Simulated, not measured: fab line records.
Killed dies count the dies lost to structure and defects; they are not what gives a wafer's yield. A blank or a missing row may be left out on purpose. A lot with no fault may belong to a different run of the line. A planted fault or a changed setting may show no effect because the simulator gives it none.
fab line records	flow berkeley-cmos170
[record] lots = 5	wafers = 23
route steps=331 shown NWELL@15 PWELL@45 ACTIVE@68 NVT@105 PVT@116 SPACER@171 PSD@176
start-h: hours from the record's first day to the start of the lot's first wafer shown	wait-h: hours elapsed since this lot's preceding step	" same as the row above	L1.1+2: several wafers, shown together as one row	- no value, or no start was given	* or withheld: withheld	< > ~ a bound
route shown NAME@n: names a module that has steps shown in the file, with the first one's number in the route	usual: mean and standard deviation over wafers with no fault	same: alike in all rows	chamber/n: place in a boat	sites: per-site readings	_std_site: standard deviation of those values	_edge_site: inner sites' mean taken away from outer sites' mean	radius-mm: for every site, how far away it sits from the centre of the wafer	mask NAME#n: copy n	behind: the tool/chamber that last shaped the wafer	hold: why the lot was held/for how many hours/how that ended	device: whichever transistor did not switch (one of n, p or np)	end of line: tests of these same wafers at the route's end	a step without rows: its recipe alone	killed: at the first sort, the dies lost to defects and structure; wafer yield is something else	map: a wafer's dies, marking killed ones x, the rest . and places with no die _
set.NAME: the setting that was run; set.NAME@STEP: the one run at that earlier step	model.NAME: the simulator's own value behind a step, which no gauge read
lots run with intentionally changed settings; tables by step, rows by wafer
[[steps]]
[step UCB170_NWELL_OXIDATION_01]
[recipe] temp-c = 1000	ambient = O2	target-thk-a = 264	ox-time-s = 1260
lot.wafer	tool	chamber	start-h	wait-h	set.temp-c	model.SiO2_of_NWELL_OXIDATION_01.thk-nm
L075.1	-	-	-	0.4	972	20.3
L075.3	"	-	"	"	972	20.47
L075.4	"	-	"	"	972	20.51
L075.5	"	-	"	"	972	20.54
L075.6	"	-	"	"	972	20.63
L076.2	-	-	-	0.2	979.3	22.63
L076.3	"	-	"	"	979.3	22.78
L076.4	"	-	"	"	979.3	22.52
L076.5	"	-	"	"	979.3	22.69
L076.6	"	-	"	"	979.3	22.28
L082.2	furnace-04	0	63.75	2.5	1000	26.73
L082.4	"	0	"	"	1000	26.94
L082.5	"	0	"	"	1000	27.01
L083.1	-	-	-	0.6	1013	30.32
L083.2	"	-	"	"	1013	29.94
L083.3	"	-	"	"	1013	30.18
L083.4	"	-	"	"	1013	30.2
L083.6	"	-	"	"	1013	30.16
L084.2	-	-	-	1.3	1014	29.65
L084.3	"	-	"	"	1014	29.56
L084.4	"	-	"	"	1014	29.76
L084.5	"	-	"	"	1014	29.57
L084.6	"	-	"	"	1014	29.6
[step UCB170_NWELL_THK_MEAS_02]
[recipe] reads = SiO2_of_NWELL_OXIDATION_01
[usual] NWELL_OXIDE_THK = 26.8/0.54
lot.wafer	tool	chamber	start-h	wait-h	set.temp-c@NWELL_OXIDATION_01	NWELL_OXIDE_THK[nm]
L075.1	film-metro-01	-	-	-	972	20.3
L075.3	"	-	"	"	972	20.5
L075.4	"	-	"	"	972	20.5
L075.5	"	-	"	"	972	20.6
L075.6	"	-	"	"	972	20.7
L076.2	film-metro-01	-	-	-	979.3	22.6
L076.3	"	-	"	"	979.3	22.8
L076.4	"	-	"	"	979.3	22.5
L076.5	"	-	"	"	979.3	22.7
L076.6	"	-	"	"	979.3	22.2
L083.1	film-metro-02	-	-	-	1013	30.3
L083.2	"	-	"	"	1013	30.0
L083.3	"	-	"	"	1013	30.1
L083.4	"	-	"	"	1013	30.2
L083.6	"	-	"	"	1013	30.2
L082.2	film-metro-03	-	65.11	0.0	1000	26.8
L082.4	"	-	"	"	1000	26.9
L082.5	"	-	"	"	1000	27.0
L084.2	film-metro-02	-	-	-	1014	29.6
L084.3	"	-	"	"	1014	29.6
L084.4	"	-	"	"	1014	29.8
L084.5	"	-	"	"	1014	29.6
L084.6	"	-	"	"	1014	29.6
[step UCB170_PWELL_PEB_11]
[recipe] peb-temp-c = 130	peb-time-s = withheld	resist = KrF
lot.wafer	tool	chamber	start-h	wait-h	set.peb-temp-c
L075.1+3+4+5+6	litho-track-04	0	53.75	0.3	130
L076.2+5	litho-track-02	0	54.43	0.7	130
L076.3+4+6	"	0	"	"	131.4
L082.2+4+5	litho-track-03	0	85.17	0.1	130
L083.1+6	litho-track-04	0	92.35	1.0	130
L083.2+3+4	"	0	"	"	126.5
L084.2+3+5	litho-track-02	0	95.68	0.2	130
L084.4+6	"	0	"	"	132.7
[step UCB170_PWELL_ETCH_14]
[recipe] chemistry = CH3F/Ar/O2	target = Si3N4	stop-on = SiO2	CH3F_flow_sccm = 20	Ar_flow_sccm = 50	O2_flow_sccm = 7	pressure-mtorr = 50	rf-w = 450	target-depth-a = 2420	over-etch-frac = 0.1	time-s = 151
lot.wafer	tool	chamber	start-h	wait-h	set.rf-w	set.peb-temp-c@PWELL_PEB_11	model.PWELL.cd-nm
L075.1+4+5	rie-diel-01	0,2,1	54.06	0.0	450	130	3002
L075.3	"	3	"	"	463.6	130	3002
L075.6	"	0	"	"	463.6	130	3001
L076.2+5	rie-diel-01	3,1	54.72	0.0	425	130	3000
L076.3	"	1	"	"	450	131.4	3011
L076.4	"	0	"	"	425	131.4	3008
L076.6	"	2	"	"	450	131.4	3009
L082.2	rie-diel-03	2	85.45	0.0	450	130	3000
L082.4	"	3	"	"	450	130	3001
L082.5	"	3	"	"	450	130	2999
L083.1+6	rie-diel-03	0,1	92.66	0.0	450	130	3002
L083.2	"	1	"	"	450	126.5	2976
L083.3	"	2	"	"	470.8	126.5	2974
L083.4	"	3	"	"	470.8	126.5	2975
L084.2	rie-diel-02	3	95.97	0.0	435.9	130	2998
L084.3	"	1	"	"	450	130	3000
L084.4	"	0	"	"	435.9	132.7	3017
L084.5	"	0	"	"	435.9	130	3000
L084.6	"	1	"	"	450	132.7	3015
[step UCB170_ACTIVE_COAT_08]
[recipe] resist = KrF	spin-rpm = 1500	resist-thk-nm = 900
lot.wafer	tool	chamber	start-h	wait-h	set.resist-thk-nm	model.KrF_of_ACTIVE_COAT_08.thk-nm
L075.1	litho-track-03	0	78.52	0.1	900	897.9
L075.3	"	0	"	"	900	899.3
L075.4	"	0	"	"	846.8	844.8
L075.5	"	0	"	"	846.8	845.9
L075.6	"	0	"	"	846.8	845.6
L076.2	litho-track-01	0	78.61	0.1	937.9	939.4
L076.3	"	0	"	"	937.9	937.1
L076.4	"	0	"	"	900	899
L076.5	"	0	"	"	900	901.2
L076.6	"	0	"	"	900	903.1
L082.2	litho-track-03	0	110.44	0.1	900	895.1
L082.4	"	0	"	"	900	895.9
L082.5	"	0	"	"	900	895.7
L083.1	litho-track-01	0	117.90	0.1	900	899.1
L083.2	"	0	"	"	900	898.9
L083.3	"	0	"	"	900	898.7
L083.4	"	0	"	"	900	897
L083.6	"	0	"	"	900	900.4
L084.2	litho-track-03	0	118.27	0.1	900	896.8
L084.3	"	0	"	"	873.3	871.7
L084.4	"	0	"	"	873.3	870
L084.5	"	0	"	"	900	899.6
L084.6	"	0	"	"	900	898.5
[step UCB170_ACTIVE_EXPOSE_10]
[recipe] mask-id = ACTIVE	target-cd-nm = 1200	na = 0.5	sigma-outer = 0.6	source-shape = conventional	dose-mj = 20
lot.wafer	tool	chamber	start-h	wait-h	mask	set.dose-mj
L075.1+3+4+5+6	krf-scanner-01	0	78.82	0.1	ACTIVE#0	20
L076.2+3+4+5+6	krf-scanner-02	0	79.08	0.3	ACTIVE#0	20
L082.2+4+5	krf-scanner-01	0	110.74	0.1	ACTIVE#0	20
L083.1+4+6	krf-scanner-02	0	118.32	0.2	ACTIVE#0	20
L083.2+3	"	0	"	"	ACTIVE#0	19.18
L084.2+3+4+5+6	krf-scanner-01	0	118.69	0.2	ACTIVE#0	20
[step UCB170_ACTIVE_PEB_11]
[recipe] peb-temp-c = 130	peb-time-s = withheld	resist = KrF
[step UCB170_ACTIVE_DEVELOP_12]
[recipe] developer = TMAH	develop-time-s = 45	resist = KrF	dev-temp-c = 21
[step UCB170_ACTIVE_ETCH_15]
[recipe] chemistry = CH3F/Ar/O2	target = Si3N4	stop-on = SiO2	CH3F_flow_sccm = 20	Ar_flow_sccm = 50	O2_flow_sccm = 7	pressure-mtorr = 50	rf-w = 450	target-depth-a = 2420	over-etch-frac = 0.1	time-s = 151
lot.wafer	tool	chamber	start-h	wait-h	set.resist-thk-nm@ACTIVE_COAT_08	model.KrF_of_ACTIVE_COAT_08.thk-nm
L075.1	rie-diel-04	0	79.37	0.0	900	720.2
L075.3	"	2	"	"	900	723.4
L075.4	"	3	"	"	846.8	664.6
L075.5	"	1	"	"	846.8	671.9
L075.6	"	2	"	"	846.8	670.1
L076.2	rie-diel-03	1	79.61	0.0	937.9	765.4
L076.3	"	0	"	"	937.9	760.3
L076.4	"	2	"	"	900	723.1
L076.5	"	3	"	"	900	725
L076.6	"	0	"	"	900	728
L082.2	rie-diel-04	2	111.87	0.0	900	719.5
L082.4	"	1	"	"	900	723.3
L082.5	"	1	"	"	900	722.8
L083.1	rie-diel-03	0	119.25	0.0	900	723.4
L083.2	"	3	"	"	900	719.3
L083.3	"	1	"	"	900	723.5
L083.4	"	2	"	"	900	720.1
L083.6	"	1	"	"	900	724.6
L084.2	rie-diel-04	1	119.37	0.0	900	722.1
L084.3	"	2	"	"	873.3	696.8
L084.4	"	0	"	"	873.3	693.7
L084.5	"	2	"	"	900	723.9
L084.6	"	3	"	"	900	719.7
[step UCB170_ACTIVE_STRIP_16]
[recipe] chemistry = O2	power-w = 400	pressure-mtorr = 3500	platen-temp-c = withheld	o2-flow-sccm = 400	overash-fraction = 0.5
[usual] strip-time-to-endpoint-s = 18.01/0.085
lot.wafer	tool	chamber	start-h	wait-h	set.resist-thk-nm@ACTIVE_COAT_08	strip-time-to-endpoint-s
L075.1	plasma-asher-01	1	79.47	0.1	900	17.98
L075.3	"	1	"	"	900	18.05
L075.4	"	0	"	"	846.8	16.65
L075.5	"	0	"	"	846.8	16.82
L075.6	"	1	"	"	846.8	16.78
L076.2	plasma-asher-02	1	79.71	0.1	937.9	19.07
L076.3	"	0	"	"	937.9	18.94
L076.4	"	1	"	"	900	18.05
L076.5	"	1	"	"	900	18.10
L076.6	"	0	"	"	900	18.17
L082.2	plasma-asher-02	0	111.98	0.1	900	17.96
L082.4	"	0	"	"	900	18.06
L082.5	"	1	"	"	900	18.04
L083.1	plasma-asher-03	0	119.35	0.1	900	18.06
L083.2	"	1	"	"	900	17.97
L083.3	"	1	"	"	900	18.04
L083.4	"	0	"	"	900	18.00
L083.6	"	0	"	"	900	18.09
L084.2	plasma-asher-02	0	119.47	0.1	900	18.03
L084.3	"	1	"	"	873.3	17.43
L084.4	"	0	"	"	873.3	17.35
L084.5	"	1	"	"	900	18.06
L084.6	"	0	"	"	900	17.96
[step UCB170_NVT_COAT_01]
[recipe] resist = KrF	spin-rpm = 1500	resist-thk-nm = 900
lot.wafer	tool	chamber	start-h	wait-h	set.resist-thk-nm	model.KrF_of_NVT_COAT_01.thk-nm
L075.1	litho-track-01	0	104.06	0.1	900	900.3
L075.3	"	0	"	"	886.1	884
L075.4	"	0	"	"	900	898.1
L075.5	"	0	"	"	886.1	884.2
L075.6	"	0	"	"	900	897.7
L076.2	litho-track-03	0	104.09	0.1	923.8	923.9
L076.3	"	0	"	"	900	898.1
L076.4	"	0	"	"	923.8	924.2
L076.5	"	0	"	"	900	899.2
L076.6	"	0	"	"	923.8	923.1
L082.2	litho-track-02	0	141.94	0.1	900	898
L082.4	"	0	"	"	900	899
L082.5	"	0	"	"	900	897.4
L083.1	litho-track-02	0	150.96	0.1	880.7	882.1
L083.2	"	0	"	"	880.7	883.5
L083.3	"	0	"	"	900	901.2
L083.4	"	0	"	"	900	903.2
L083.6	"	0	"	"	900	904.1
L084.2	litho-track-01	0	150.99	0.1	942.2	939.6
L084.3	"	0	"	"	900	899.8
L084.4	"	0	"	"	942.2	942.3
L084.5	"	0	"	"	900	898
L084.6	"	0	"	"	942.2	940.6
[step UCB170_NVT_DEVELOP_05]
[recipe] developer = TMAH	develop-time-s = 45	resist = KrF	dev-temp-c = 21
lot.wafer	tool	chamber	start-h	wait-h	set.develop-time-s
L075.1+5+6	litho-track-01	0	-	-	45
L075.3+4	"	0	"	"	49.09
L076.2+5+6	litho-track-02	0	-	-	49
L076.3+4	"	0	"	"	45
L082.2+4+5	litho-track-01	0	-	-	45
L084.2+3+4+5+6	litho-track-02	0	-	-	45
L083.1+2+3	litho-track-03	0	-	-	45
L083.4+6	"	0	"	"	48.09
[step UCB170_NVT_IMPLANT_07]
[recipe] species = BF2	dose-cm2 = 3e+12	energy-kev = 50	tilt-deg = 7
[step UCB170_NVT_STRIP_08]
[recipe] chemistry = O2	power-w = 400	pressure-mtorr = 3500	platen-temp-c = withheld	o2-flow-sccm = 400	overash-fraction = 0.5
[usual] strip-time-to-endpoint-s = 21.61/0.066
lot.wafer	tool	chamber	start-h	wait-h	set.resist-thk-nm@NVT_COAT_01	strip-time-to-endpoint-s
L075.1	plasma-asher-04	0	105.06	0.1	900	21.64
L075.3	"	0	"	"	886.1	21.24
L075.4	"	1	"	"	900	21.57
L075.5	"	0	"	"	886.1	21.27
L075.6	"	1	"	"	900	21.58
L076.2	plasma-asher-02	1	105.31	0.1	923.8	22.19
L076.3	"	0	"	"	900	21.59
L076.4	"	1	"	"	923.8	22.21
L076.5	"	1	"	"	900	21.60
L076.6	"	0	"	"	923.8	22.17
L082.2	plasma-asher-02	0	143.16	0.1	900	21.59
L082.4	"	1	"	"	900	21.60
L082.5	"	0	"	"	900	21.55
L084.2	plasma-asher-03	0	151.84	0.1	942.2	22.59
L084.3	"	1	"	"	900	21.62
L084.4	"	0	"	"	942.2	22.65
L084.5	"	1	"	"	900	21.58
L084.6	"	0	"	"	942.2	22.56
L083.1	plasma-asher-02	1	152.08	0.1	880.7	21.20
L083.2	"	0	"	"	880.7	21.23
L083.3	"	0	"	"	900	21.65
L083.4	"	1	"	"	900	21.70
L083.6	"	1	"	"	900	21.72
[step UCB170_PVT_COAT_01]
[recipe] resist = KrF	spin-rpm = 1500	resist-thk-nm = 900
lot.wafer	tool	chamber	start-h	wait-h	set.resist-thk-nm	model.KrF_of_PVT_COAT_01.thk-nm
L075.1	litho-track-02	0	105.55	0.1	854.6	848.9
L075.3	"	0	"	"	854.6	849.7
L075.4	"	0	"	"	854.6	849
L075.5	"	0	"	"	900	895
L075.6	"	0	"	"	900	894.3
L076.2	litho-track-04	0	105.82	0.1	857	858.9
L076.3	"	0	"	"	857	860.1
L076.4	"	0	"	"	900	901.4
L076.5	"	0	"	"	857	858.3
L076.6	"	0	"	"	900	899.9
L082.2	litho-track-02	0	146.74	0.1	900	902.6
L082.4	"	0	"	"	900	900.8
L082.5	"	0	"	"	900	902.9
L084.2	litho-track-04	0	153.27	0.1	847.3	848.8
L084.3	"	0	"	"	900	897.8
L084.4	"	0	"	"	900	898.9
L084.5	"	0	"	"	847.3	847.6
L084.6	"	0	"	"	900	897
L083.1	litho-track-03	0	153.52	0.1	900	897.8
L083.2	"	0	"	"	900	898.9
L083.3	"	0	"	"	931.3	928.2
L083.4	"	0	"	"	931.3	929.3
L083.6	"	0	"	"	900	901
[step UCB170_PVT_DEVELOP_05]
[recipe] developer = TMAH	develop-time-s = 45	resist = KrF	dev-temp-c = 21
lot.wafer	tool	chamber	start-h	wait-h	set.dev-temp-c
L075.1+3+4+5+6	litho-track-02	0	-	-	21
L076.2+6	litho-track-04	0	-	-	21
L076.3+4+5	"	0	"	"	22.15
L082.2+4+5	litho-track-03	0	-	-	21
L084.2+3+6	litho-track-03	0	-	-	23.76
L084.4+5	"	0	"	"	21
L083.1+3	litho-track-03	0	-	-	23.32
L083.2+4+6	"	0	"	"	21
[step UCB170_PVT_IMPLANT_07]
[recipe] species = P	dose-cm2 = 2e+12	energy-kev = 30	tilt-deg = 7
[step UCB170_PVT_STRIP_08]
[recipe] chemistry = O2	power-w = 400	pressure-mtorr = 3500	platen-temp-c = withheld	o2-flow-sccm = 400	overash-fraction = 0.5
[usual] strip-time-to-endpoint-s = 21.61/0.064
lot.wafer	tool	chamber	start-h	wait-h	set.resist-thk-nm@PVT_COAT_01	strip-time-to-endpoint-s
L075.1	plasma-asher-01	1	106.43	0.1	854.6	20.40
L075.3	"	0	"	"	854.6	20.43
L075.4	"	1	"	"	854.6	20.39
L075.5	"	0	"	"	900	21.50
L075.6	"	1	"	"	900	21.51
L076.2	plasma-asher-03	0	106.79	0.1	857	20.65
L076.3	"	1	"	"	857	20.66
L076.4	"	0	"	"	900	21.66
L076.5	"	1	"	"	857	20.62
L076.6	"	0	"	"	900	21.63
L082.2	plasma-asher-04	0	147.96	0.1	900	21.70
L082.4	"	0	"	"	900	21.64
L082.5	"	0	"	"	900	21.70
L084.2	plasma-asher-03	1	154.28	0.1	847.3	20.37
L084.3	"	1	"	"	900	21.58
L084.4	"	0	"	"	900	21.60
L084.5	"	0	"	"	847.3	20.36
L084.6	"	1	"	"	900	21.56
L083.1	plasma-asher-04	1	154.58	0.1	900	21.58
L083.2	"	0	"	"	900	21.60
L083.3	"	1	"	"	931.3	22.30
L083.4	"	0	"	"	931.3	22.32
L083.6	"	1	"	"	900	21.65
[step UCB170_SPACER_CVD_00]
[recipe] material = SiO2	target-thk-nm = 376	temp-c = 390	precursor = TEOS/O2	time-s = 47	rf-w = 550	pressure-mtorr = 9000
lot.wafer	tool	chamber	start-h	wait-h	set.rf-w
L075.1+3+5	pecvd-02	1,2,0	125.44	0.0	550
L075.4+6	"	1,2	"	"	603.1
L076.2+5+6	pecvd-03	1,2,0	125.87	0.0	594.6
L076.3+4	"	2,1	"	"	550
L082.2+4+5	pecvd-03	1,1,2	161.14	0.0	550
L084.2+4	pecvd-03	0,1	171.50	0.0	612.9
L084.3+5+6	"	2,0,2	"	"	550
L083.1+2+3+4+6	pecvd-02	1,2,0,0,2	171.71	0.0	550
[step UCB170_SPACER_ANNEAL_02]
[recipe] temp-c = 900	time-s = 1800	ambient = N2
[step UCB170_SPACER_ETCHBACK_03]
[recipe] stop-on = Si	target = SiO2	chemistry = CHF3/CF4/Ar	CHF3_flow_sccm = 50	cf4-flow-sccm = 10	Ar_flow_sccm = 120	pressure-mtorr = 200	rf-w = 512.2	target-depth-a = 3760	time-s = 100
lot.wafer	tool	chamber	start-h	wait-h	set.rf-w@SPACER_CVD_00	model.etch.depth-nm
L075.1+3	rie-diel-04	1,3	131.77	0.0	550	-
L075.4	"	2	"	"	603.1	393.4
L075.5	"	1	"	"	550	388.5
L075.6	"	0	"	"	603.1	-
L076.2	rie-diel-02	3	131.77	0.0	594.6	386
L076.3	"	1	"	"	550	369.8
L076.4	"	2	"	"	550	-
L076.5	"	2	"	"	594.6	385.3
L076.6	"	1	"	"	594.6	-
L082.2	rie-diel-01	1	164.32	0.0	550	375.6
L082.4	"	2	"	"	550	374.3
L082.5	"	1	"	"	550	372.9
L083.1	rie-diel-04	1	175.74	0.0	550	370.1
L083.2	"	0	"	"	550	375.4
L083.3+4+6	"	2,0,2	"	"	550	-
L084.2	rie-diel-02	0	175.74	0.0	612.9	-
L084.3+6	"	2,1	"	"	550	-
L084.4	"	3	"	"	612.9	390.9
L084.5	"	2	"	"	550	379.4
[step UCB170_PSD_COAT_01]
[recipe] resist = KrF	spin-rpm = 1500	resist-thk-nm = 900
lot.wafer	tool	chamber	start-h	wait-h	set.resist-thk-nm	model.KrF_of_PSD_COAT_01.thk-nm
L075.1	litho-track-03	0	131.99	0.1	900	899.3
L075.3	"	0	"	"	900	901.1
L075.4	"	0	"	"	900	900.7
L075.5+6	"	0	"	"	900	900.9
L076.2	litho-track-04	0	132.17	0.1	865.7	864.6
L076.3	"	0	"	"	865.7	866.7
L076.4	"	0	"	"	865.7	866.2
L076.5+6	"	0	"	"	900	902.2
L082.2	litho-track-02	0	164.57	0.1	900	899.1
L082.4	"	0	"	"	900	900.3
L082.5	"	0	"	"	900	900.9
L084.2	litho-track-03	0	176.12	0.1	900	897.2
L084.3	"	0	"	"	900	903.8
L084.4	"	0	"	"	900	902
L084.5	"	0	"	"	900	898.6
L084.6	"	0	"	"	900	899.9
L083.1	litho-track-02	0	176.12	0.1	882.9	882.1
L083.2	"	0	"	"	900	901.6
L083.3	"	0	"	"	900	899.2
L083.4	"	0	"	"	882.9	882.5
L083.6	"	0	"	"	900	899.7
[step UCB170_PSD_SOFTBAKE_02]
[recipe] resist = KrF	temp-c = 130	time-s = 60
[step UCB170_PSD_EXPOSE_03]
[recipe] mask-id = PSELECT_MOD	na = 0.5	sigma-outer = 0.6	source-shape = conventional	target-cd-nm = 1200	dose-mj = 30
[step UCB170_PSD_IMPLANT_08]
[recipe] species = B	dose-cm2 = 3e+15	energy-kev = 20	tilt-deg = 7
[step UCB170_PSD_STRIP_09]
[recipe] chemistry = O2	power-w = 400	pressure-mtorr = 3500	platen-temp-c = withheld	o2-flow-sccm = 400	overash-fraction = 0.5
[usual] strip-time-to-endpoint-s = 29.40/0.059
lot.wafer	tool	chamber	start-h	wait-h	set.resist-thk-nm@PSD_COAT_01	strip-time-to-endpoint-s
L075.1	plasma-asher-01	0	133.12	0.1	900	29.36
L075.3	"	1	"	"	900	29.47
L075.4	"	0	"	"	900	29.43
L075.5	"	1	"	"	900	29.41
L075.6	"	0	"	"	900	29.46
L076.2	plasma-asher-04	1	133.36	0.1	865.7	28.57
L076.3	"	1	"	"	865.7	28.62
L076.4	"	0	"	"	865.7	28.59
L076.5	"	0	"	"	900	29.44
L076.6	"	1	"	"	900	29.46
L082.2	plasma-asher-04	0	166.33	0.1	900	29.42
L082.4	"	0	"	"	900	29.47
L082.5	"	0	"	"	900	29.46
L084.2	plasma-asher-04	1	177.32	0.1	900	29.38
L084.3	"	0	"	"	900	29.48
L084.4	"	1	"	"	900	29.47
L084.5	"	1	"	"	900	29.38
L084.6	"	0	"	"	900	29.42
L083.1	plasma-asher-03	1	177.65	0.1	882.9	29.06
L083.2	"	0	"	"	900	29.43
L083.3	"	1	"	"	900	29.44
L083.4	"	0	"	"	882.9	28.99
L083.6	"	0	"	"	900	29.40
[[key]]
[split] step = UCB170_NWELL_OXIDATION_01	setting = temp-c	stated = 1000	by = lot
[response] step = UCB170_NWELL_OXIDATION_01	reading = model.SiO2_of_NWELL_OXIDATION_01.thk-nm	change = +2.22	per = 1%	r = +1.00
[response] step = UCB170_NWELL_THK_MEAS_02	reading = NWELL_OXIDE_THK	change = +2.22	per = 1%	r = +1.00
[split] step = UCB170_PWELL_PEB_11	setting = peb-temp-c	stated = 130	by = wafer
[response] step = UCB170_PWELL_ETCH_14	reading = model.PWELL.cd-nm	change = +9.15	per = 1%	r = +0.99
[split] step = UCB170_PWELL_ETCH_14	setting = rf-w	stated = 450	by = wafer
response none clear
[split] step = UCB170_ACTIVE_COAT_08	setting = resist-thk-nm	stated = 900	by = wafer
[response] step = UCB170_ACTIVE_COAT_08	reading = model.KrF_of_ACTIVE_COAT_08.thk-nm	change = +8.98	per = 1%	r = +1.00
[response] step = UCB170_ACTIVE_ETCH_15	reading = model.KrF_of_ACTIVE_COAT_08.thk-nm	change = +8.94	per = 1%	r = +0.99
[response] step = UCB170_ACTIVE_STRIP_16	reading = strip-time-to-endpoint-s	change = *	per = 1%	r = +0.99
[split] step = UCB170_ACTIVE_EXPOSE_10	setting = dose-mj	stated = 20	by = wafer
response none clear
[split] step = UCB170_NVT_COAT_01	setting = resist-thk-nm	stated = 900	by = wafer
[response] step = UCB170_NVT_COAT_01	reading = model.KrF_of_NVT_COAT_01.thk-nm	change = +9.13	per = 1%	r = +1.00
[response] step = UCB170_NVT_STRIP_08	reading = strip-time-to-endpoint-s	change = *	per = 1%	r = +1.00
[split] step = UCB170_NVT_DEVELOP_05	setting = develop-time-s	stated = 45	by = wafer
response none clear
[split] step = UCB170_PVT_COAT_01	setting = resist-thk-nm	stated = 900	by = wafer
[response] step = UCB170_PVT_COAT_01	reading = model.KrF_of_PVT_COAT_01.thk-nm	change = +8.68	per = 1%	r = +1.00
[response] step = UCB170_PVT_STRIP_08	reading = strip-time-to-endpoint-s	change = *	per = 1%	r = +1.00
[split] step = UCB170_PVT_DEVELOP_05	setting = dev-temp-c	stated = 21	by = wafer
response none clear
[split] step = UCB170_SPACER_CVD_00	setting = rf-w	stated = 550	by = wafer
[response] step = UCB170_SPACER_ETCHBACK_03	reading = model.etch.depth-nm	change = +1.12	per = 1%	r = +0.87
[split] step = UCB170_PSD_COAT_01	setting = resist-thk-nm	stated = 900	by = wafer
[response] step = UCB170_PSD_COAT_01	reading = model.KrF_of_PSD_COAT_01.thk-nm	change = +9.51	per = 1%	r = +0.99
[response] step = UCB170_PSD_STRIP_09	reading = strip-time-to-endpoint-s	change = *	per = 1%	r = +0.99
